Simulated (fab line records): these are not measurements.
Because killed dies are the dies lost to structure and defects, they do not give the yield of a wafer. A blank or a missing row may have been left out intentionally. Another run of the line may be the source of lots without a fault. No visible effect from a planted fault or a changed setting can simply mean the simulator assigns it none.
fab line records ; flow rit_cmos
[record] lots = 14; wafers = 42; last_day = 7
route steps=202 shown ACTIVE@4 M1@202
lots with no fault: from the same line, run without faults
start_h: the number of hours between the record's first day and the start of the first shown wafer of the lot ; wait_h: hours elapsed since this lot's preceding step ; " as in the row above ; L1.1+2: a row that stands for several wafers ; - either no value or no given start ; * or withheld: withheld ; < > ~ a bound
route shown NAME@n: names a module that has steps shown in the file, with the first one's number in the route ; usual: mean/standard deviation taken from wafers without a fault ; same: alike in all rows ; chamber/n: place in a boat ; sites: per-site readings ; _std_site: their standard deviation ; _edge_site: inner sites' mean taken away from outer sites' mean ; radius_mm: for every site, how far away it sits from the centre of the wafer ; mask NAME#n: copy n ; behind: the tool/chamber that last shaped the wafer ; hold: cause of the lot's hold/its duration in hours/its outcome ; device: which transistor (n, p or np) failed to switch ; end of line: tests of these same wafers at the route's end ; a step with no rows: only its recipe ; killed: dies lost to structure and defects at the first sort, not the wafer's yield ; map: a wafer's dies, x killed, . not, _ none there
set.NAME: setting as actually run; set.NAME@STEP: the setting as run at that earlier step ; model.NAME: the simulator's own value behind a step, which no gauge read
a sample of lots followed through the steps of the route, with each step as a table and each wafer as a row
services: a tool's chamber out of use, with start hour (start_h, from the record's first day; less than 0 if before it), hours out, and reason
[[steps]]
[step RIT_ACTIVE_CVD_03]
[recipe] material = Si3N4; target_thk_nm = 150; temp_c = 810; precursor = SiH2Cl2/NH3; time_s = 1500; pressure_mtorr = 300; sih2cl2_flow_sccm = 60; nh3_flow_sccm = 150
[usual] nh3_flow_sccm = 150.0/0.45; spike_tc_centre_C = 813.3/1.5; spike_tc_load_C = 832.3/1.8; spike_tc_source_C = 833/3.4; susceptor_temp_C = 810.1/0.31
lot.wafer;tool;chamber;start_h;wait_h;nh3_flow_sccm;spike_tc_centre_C;spike_tc_load_C;spike_tc_source_C;susceptor_temp_C
L457.1;lpcvd-01;0;12.42;0.1;149.9;810.1;829.9;835;810.2
L457.3;lpcvd-01;0;12.42;0.1;149.8;812.9;831.7;833;810.3
L457.6;lpcvd-01;0;12.42;0.1;149.0;812.9;832.0;835;810.3
L458.2;lpcvd-01;1;17.51;0.0;150.5;815.9;831.4;829;809.7
L458.3;lpcvd-01;1;17.51;0.0;149.8;815.6;830.3;828;810.0
L458.6;lpcvd-01;1;17.51;0.0;149.6;814.8;831.5;828;809.6
L459.1;lpcvd-01;0;23.31;0.1;149.7;809.5;831.9;834;810.4
L459.2;lpcvd-01;0;23.31;0.1;150.2;811.4;831.7;834;810.1
L459.4;lpcvd-01;0;23.31;0.1;150.3;811.2;830.1;835;810.0
L460.4;lpcvd-02;1;28.47;0.0;149.8;811.7;834.0;831;810.1
L460.5;lpcvd-02;1;28.47;0.0;149.1;812.4;832.7;831;809.6
L460.6;lpcvd-02;1;28.47;0.0;149.4;810.8;833.5;831;809.7
L461.2;lpcvd-01;1;34.12;0.0;150.5;812.7;829.9;830;810.5
L461.4;lpcvd-01;1;34.12;0.0;150.3;813.0;830.4;828;810.1
L461.5;lpcvd-01;1;34.12;0.0;151.0;814.0;829.9;831;810.2
L462.3;lpcvd-01;1;39.72;0.0;150.3;815.2;831.1;829;810.8
L462.4;lpcvd-01;1;39.72;0.0;149.5;813.9;831.4;829;810.3
L462.6;lpcvd-01;1;39.72;0.0;149.2;814.1;829.7;829;809.9
L463.2;lpcvd-01;1;44.45;0.6;149.9;815.7;830.6;828;810.2
L463.5;lpcvd-01;1;44.45;0.6;150.7;813.5;832.7;830;810.8
L463.6;lpcvd-01;1;44.45;0.6;149.9;813.5;831.4;831;810.3
L464.1;lpcvd-02;0;50.99;0.1;149.4;814.1;833.4;836;810.0
L464.2;lpcvd-02;0;50.99;0.1;150.0;812.9;833.6;839;810.2
L464.3;lpcvd-02;0;50.99;0.1;149.9;814.2;834.0;836;810.0
L466.3;lpcvd-02;0;57.11;0.0;150.5;813.2;834.4;836;810.7
L466.5;lpcvd-02;0;57.11;0.0;150.4;814.3;833.2;838;810.3
L466.6;lpcvd-02;0;57.11;0.0;150.6;813.5;835.4;836;809.7
L467.3;lpcvd-01;0;63.36;0.0;149.8;810.6;832.1;834;810.2
L467.4;lpcvd-01;0;63.36;0.0;149.6;809.7;830.6;833;810.1
L467.6;lpcvd-01;0;63.36;0.0;149.7;812.6;830.8;833;810.0
L471.1;lpcvd-02;1;82.83;0.1;151.2;812.6;833.0;833;809.9
L471.3;lpcvd-02;1;82.83;0.1;150.8;814.0;831.7;830;809.8
L471.5;lpcvd-02;1;82.83;0.1;149.9;811.5;831.8;831;810.0
L472.1;lpcvd-02;0;89.39;0.3;150.1;830.3;849.2;852;825.1
L472.3;lpcvd-02;0;89.39;0.3;149.5;830.5;849.1;852;825.0
L472.5;lpcvd-02;0;89.39;0.3;150.1;828.8;851.1;852;824.9
L474.2;lpcvd-02;1;97.11;0.0;149.5;829.2;845.6;846;825.1
L474.4;lpcvd-02;1;97.11;0.0;150.1;827.6;847.2;845;825.7
L474.6;lpcvd-02;1;97.11;0.0;149.7;827.5;846.3;845;825.4
L478.2;lpcvd-01;1;117.54;0.0;149.6;815.1;829.8;830;810.7
L478.4;lpcvd-01;1;117.54;0.0;149.8;815.4;830.0;829;810.1
L478.5;lpcvd-01;1;117.54;0.0;150.3;812.8;830.2;830;810.7
[step RIT_ACTIVE_THK_MEAS_04]
[recipe] reads = Si3N4_of_ACTIVE_CVD_03
[usual] ACTIVE_NITRIDE_THK = 150.1/1.6
lot.wafer;tool;chamber;start_h;wait_h;ACTIVE_NITRIDE_THK[nm]
L457.1;film_metro-03;-;13.84;0.0;150.3
L457.3;film_metro-03;-;13.84;0.0;151.4
L457.6;film_metro-03;-;13.84;0.0;151.3
L458.2;film_metro-03;-;18.94;0.0;151.4
L458.3;film_metro-03;-;18.94;0.0;152.2
L458.6;film_metro-03;-;18.94;0.0;151.7
L459.1;film_metro-03;-;24.73;0.0;151.6
L459.2;film_metro-03;-;24.73;0.0;151.5
L459.4;film_metro-03;-;24.73;0.0;150.0
L460.4;film_metro-03;-;29.91;0.0;149.4
L460.5;film_metro-03;-;29.91;0.0;149.2
L460.6;film_metro-03;-;29.91;0.0;150.5
L461.2;film_metro-03;-;35.54;0.0;149.8
L461.4;film_metro-03;-;35.54;0.0;150.9
L461.5;film_metro-03;-;35.54;0.0;150.4
L462.3;film_metro-01;-;41.16;0.0;149.6
L462.4;film_metro-01;-;41.16;0.0;149.0
L462.6;film_metro-01;-;41.16;0.0;149.0
L463.2;film_metro-01;-;45.87;0.0;150.7
L463.5;film_metro-01;-;45.87;0.0;150.7
L463.6;film_metro-01;-;45.87;0.0;150.2
L464.1;film_metro-03;-;53.11;0.0;152.2
L464.2;film_metro-03;-;53.11;0.0;152.9
L464.3;film_metro-03;-;53.11;0.0;150.9
L466.3;film_metro-03;-;58.55;0.0;147.5
L466.5;film_metro-03;-;58.55;0.0;148.9
L466.6;film_metro-03;-;58.55;0.0;149.2
L467.3;film_metro-02;-;64.80;0.0;148.2
L467.4;film_metro-02;-;64.80;0.0;147.9
L467.6;film_metro-02;-;64.80;0.0;148.9
L471.1;film_metro-02;-;84.24;0.0;147.8
L471.3;film_metro-02;-;84.24;0.0;148.2
L471.5;film_metro-02;-;84.24;0.0;148.7
L472.1;film_metro-03;-;91.52;0.0;192.4
L472.3;film_metro-03;-;91.52;0.0;191.3
L472.5;film_metro-03;-;91.52;0.0;191.9
L474.2;film_metro-01;-;98.54;0.0;194.0
L474.4;film_metro-01;-;98.54;0.0;193.6
L474.6;film_metro-01;-;98.54;0.0;195.1
L478.2;film_metro-03;-;118.96;0.0;149.4
L478.4;film_metro-03;-;118.96;0.0;151.5
L478.5;film_metro-03;-;118.96;0.0;149.7
[step RIT_ACTIVE_ETCH_13]
[recipe] stop_on = SiO2; chemistry = SF6; target = Si3N4; time_s = 210; over_etch_frac = 0.4; SF6_flow_sccm = 200; pressure_mtorr = 260; rf_w = 125; target_depth_a = 2100
[usual] drypump_motor_current_A = 5.8/0.42; oes_product_au = 0.830/0.014; throttle_valve_pct = 7.45/0.1
lot.wafer;tool;chamber;start_h;wait_h;drypump_motor_current_A;oes_product_au;rf_hours_counter_h;throttle_valve_pct
L457.1;rie_diel-02;0;15.15;0.1;6.1;0.858;67;7.58
L457.3;rie_diel-02;1;15.15;0.1;5.8;0.814;111;7.43
L457.6;rie_diel-02;3;15.15;0.1;6.1;0.834;-;7.50
L458.2;rie_diel-02;1;20.37;0.1;5.9;0.814;111;7.43
L458.3;rie_diel-02;0;20.37;0.1;6.1;0.857;67;7.56
L458.6;rie_diel-02;3;20.37;0.1;6.1;0.845;-;7.49
L459.1;rie_diel-02;3;25.95;0.1;6.1;0.840;50;7.49
L459.2;rie_diel-02;0;25.95;0.1;6.1;0.856;67;7.57
L459.4;rie_diel-02;2;25.95;0.1;6.3;0.844;105;7.32
L460.4;rie_diel-04;2;31.09;0.1;5.6;0.831;105;7.55
L460.5;rie_diel-04;2;31.09;0.1;5.6;0.837;-;7.55
L460.6;rie_diel-04;1;31.09;0.1;5.3;0.828;-;7.19
L461.2;rie_diel-03;3;36.84;0.1;4.8;0.830;31;7.58
L461.4;rie_diel-03;2;36.84;0.1;5.8;0.823;2;7.51
L461.5;rie_diel-03;2;36.84;0.1;5.7;0.810;-;7.51
L462.3;rie_diel-02;3;42.44;0.1;6.2;0.831;51;7.48
L462.4;rie_diel-02;2;42.44;0.1;6.3;0.824;106;7.32
L462.6;rie_diel-02;1;42.44;0.1;5.9;0.812;-;7.44
L463.2;rie_diel-02;0;47.14;0.1;6.1;0.854;68;7.58
L463.5;rie_diel-02;2;47.14;0.1;6.3;0.842;-;7.33
L463.6;rie_diel-02;3;47.14;0.1;6.1;0.838;-;7.50
L464.1;rie_diel-02;0;54.60;0.1;6.1;0.850;68;7.58
L464.2;rie_diel-02;1;54.60;0.1;5.9;0.816;112;7.43
L464.3;rie_diel-02;3;54.60;0.1;6.1;0.847;51;7.50
L466.3;rie_diel-04;0;59.83;0.1;5.6;0.797;45;7.43
L466.5;rie_diel-04;3;59.83;0.1;6.0;0.806;-;7.28
L466.6;rie_diel-04;0;59.83;0.1;5.6;0.810;-;7.41
L467.3;rie_diel-02;3;65.96;0.1;6.1;0.831;51;7.49
L467.4;rie_diel-02;1;65.96;0.1;5.9;0.818;112;7.45
L467.6;rie_diel-02;2;65.96;0.1;6.3;0.835;-;7.33
L471.1;rie_diel-03;1;85.48;0.1;5.5;0.814;115;7.49
L471.3;rie_diel-03;2;85.48;0.1;5.8;0.817;3;7.50
L471.5;rie_diel-03;0;85.48;0.1;6.3;0.822;-;7.36
L472.1;rie_diel-03;0;92.85;0.1;6.3;0.955;143;7.38
L472.3;rie_diel-03;3;92.85;0.1;4.8;0.950;32;7.60
L472.5;rie_diel-03;0;92.85;0.1;6.2;0.950;-;7.37
L474.2;rie_diel-03;3;99.83;0.1;4.8;0.957;32;7.59
L474.4;rie_diel-03;0;99.83;0.1;6.3;0.960;144;7.39
L474.6;rie_diel-03;0;99.83;0.1;6.3;0.957;-;7.39
L478.2;rie_diel-02;0;120.26;0.1;6.1;0.847;69;7.57
L478.4;rie_diel-02;0;120.26;0.1;6.1;0.853;-;7.58
L478.5;rie_diel-02;3;120.26;0.1;6.1;0.829;-;7.48
[step RIT_M1_PROBE_99]
[usual] killed_at_contacts = 0.1/0.37; killed_at_front_end = 6.9/2.9; killed_dies = 7.1/2.9; killed_open = 3.3/1.8; killed_short = 3.6/2.2
[same] gross_dies = 264; killed_at_M0_to_M3 = 0; killed_at_M4_up = 0; killed_at_back_side = 0; killed_at_other = 0
lot.wafer;tool;chamber;start_h;wait_h;killed_at_contacts;killed_at_front_end;killed_dies;killed_open;killed_short
L472.3;prober-02;-;138.94;0.2;0;4;4;1;2
L474.6;prober-02;-;145.76;0.2;0;7;7;1;5
// killed by level:class
L472.3 REOX:geometric_particle:short=1 SILICIDE:geometric_particle:short=1 SILICIDE:geometric_particle:open=1 ACTIVE:area_etch=1
L474.6 GATE:geometric_particle:short=3 FOX1:geometric_particle:short=1 GATE:geometric_particle:open=1 REOX:geometric_particle:short=1 ACTIVE:area_etch=1
[[services]]
tool;chamber;start_h;hours;kind
rie_diel-03;-;-9.04;0.4;repair
rie_diel-04;2;15.08;7.3;repair
rie_diel-02;-;26.79;1.1;repair
lpcvd-01;-;27.66;1.1;repair
rie_diel-04;0;31.66;4.8;repair
rie_diel-02;2;71.91;6.0;repair
rie_diel-03;0;101.25;13.4;repair
rie_diel-02;2;119.83;2.5;repair
[[key]]
[first_sign] step = RIT_ACTIVE_CVD_03; reading = susceptor_temp_C; direction = up; sigmas = 49; usual = *; struck = *
[effect] step = RIT_ACTIVE_CVD_03; reading = spike_tc_centre_C; direction = up; sigmas = 11; usual = 813.3; struck = 829.0
[effect] step = RIT_ACTIVE_THK_MEAS_04; reading = ACTIVE_NITRIDE_THK; direction = up; sigmas = 26; usual = 150.1; struck = 193.1
[effect] step = RIT_ACTIVE_ETCH_13; reading = oes_product_au; direction = up; sigmas = 8.8; usual = 0.830; struck = 0.955
met_at RIT_ACTIVE_CVD_03
struck_lots L472,L474
tester_left_out L472,L474
onset_between 82.83 89.39
[fault] kind = process_parameter_drift; tool = lpcvd-02; chamber = -; onset_h = 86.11; steps = RIT_ACTIVE_CVD_03; channel = temp_c; offset = *; shape = step; end_h = 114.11; acts_in = *; stated = *
// tester_left_out: of these lots the tester's yield and bins aren't shown, on N5 and GAA mostly nor the transistor test; their killed dies are dies lost to structure and defects alone, not to doping, threshold or leakage, so they don't give the yield
